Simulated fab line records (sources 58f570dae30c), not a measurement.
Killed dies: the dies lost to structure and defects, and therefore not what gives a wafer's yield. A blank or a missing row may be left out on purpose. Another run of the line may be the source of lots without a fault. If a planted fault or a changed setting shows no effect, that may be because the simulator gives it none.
Tool commonality check ; flow berkeleyCmos170 ; 14 lots, 42 wafers sampled

== WHY THIS WAS OPENED ==
Flagged at UCB170_M2_CD_MEAS_15: reading cdNm, on 2 of 14 lots. No-fault wafers: 699.8 nm, standard deviation 1.1.
Rule: a lot is flagged in two cases, either no wafer of it has a number, or all its wafers with numbers fall more than 4 standard deviations from that mean. The rest of the lots are taken to be sound.

lot;measured;on;cdNm (nm), wafer by wafer;flag
L181;day 8 14:15;cdSem-01;700.7 700.6 699.7;
L178;day 8 14:41;cdSem-01;701.2 701.0 699.7;
L177;day 8 15:49;cdSem-01;698.3 699.6 696.7;
L180;day 9 01:31;cdSem-02;699.5 697.4 699.2;
L179;day 9 01:39;cdSem-02;702.8 701.9 702.1;
L183;day 9 13:28;cdSem-01;712.4 713.6 713.4;FLAGGED
L182;day 9 13:59;cdSem-01;713.6 712.5 712.2;FLAGGED
L190;day 10 19:56;cdSem-02;699.4 699.1 700.3;
L192;day 11 02:45;cdSem-01;699.9 698.7 699.1;
L193;day 11 06:49;cdSem-01;699.7 699.1 699.2;
L195;day 11 20:50;cdSem-02;699.0 699.6 700.7;
L196;day 11 22:06;cdSem-02;700.4 700.1 701.8;
L197;day 12 09:47;cdSem-01;700.1 699.7 698.1;
L199;day 12 22:19;cdSem-01;700.1 700.3 700.4;
The mean of the flagged lots' numbers is 713.0 nm, +13.2 nm from the usual (+12 standard deviations).

== EACH LOT AND THE TOOL IT RAN ON ==
The record holds 1 process step before the reading, out of a route of 331 steps. Cell contents, in order: the tool; ch with the chambers the sampled wafers went through; the start.
lot;flag;UCB170_M2_PEB_13
L181;;lithoTrack-01 ch 0, day 8 13:00
L178;;lithoTrack-04 ch 0, day 8 14:00
L177;;lithoTrack-04 ch 0, day 8 15:00
L180;;lithoTrack-01 ch 0, day 9 01:00
L179;;lithoTrack-04 ch 0, day 9 01:16
L183;FLAGGED;lithoTrack-01 ch 0, day 9 13:11
L182;FLAGGED;lithoTrack-01 ch 0, day 9 13:43
L190;;lithoTrack-03 ch 0, day 10 19:39
L192;;lithoTrack-04 ch 0, day 11 02:22
L193;;lithoTrack-04 ch 0, day 11 06:32
L195;;lithoTrack-04 ch 0, day 11 20:34
L196;;lithoTrack-03 ch 0, day 11 21:50
L197;;lithoTrack-03 ch 0, day 12 09:32
L199;;lithoTrack-04 ch 0, day 12 22:02
What is done by these steps:
- UCB170_M2_PEB_13
- UCB170_M2_CD_MEAS_15: target cd 700 nm.

== FLAGGED OVER TOTAL, TOOL BY TOOL (the gauges that took the reading come last) ==
step;tool;lots run;flagged;share of the flagged lots;sound lots run after its first flagged lot
UCB170_M2_PEB_13;lithoTrack-01;4;2;all;0
UCB170_M2_PEB_13;lithoTrack-03;3;0;none;-
UCB170_M2_PEB_13;lithoTrack-04;7;0;none;-
UCB170_M2_CD_MEAS_15;cdSem-01;9;2;all;4 (L192,L193,L197,L199)
UCB170_M2_CD_MEAS_15;cdSem-02;5;0;none;-

== WHAT IS ALLOWED BY THE TABLE ==
In 2 table rows, all flagged lots were run: lithoTrack-01 (UCB170_M2_PEB_13), cdSem-01 (UCB170_M2_CD_MEAS_15).
- lithoTrack-01 at UCB170_M2_PEB_13 ran 4 lots, 2 of them flagged. It ran its last sound lot, L180, at day 9 01:00 and its first flagged lot, L183, at day 9 13:11: a fault with its onset between the two fits. Its own readings lie more than 4 standard deviations out on every wafer of the flagged lots: heaterPowerTotalW, plateTempC.
- cdSem-01 at UCB170_M2_CD_MEAS_15 ran 9 lots, 2 of them flagged. Lots that were sound ran on it after the first flagged one (L192, L193, L197, L199); a persistent fault on the entire tool would not allow that.
One tool is left: lithoTrack-01 at UCB170_M2_PEB_13.

== WHAT THE SIMULATOR PUT IN ==
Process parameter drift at UCB170_M2_PEB_13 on lithoTrack-01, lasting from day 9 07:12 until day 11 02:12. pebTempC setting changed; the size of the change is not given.
Shown lots that were struck: L183, L182. The same result came from the rule above.
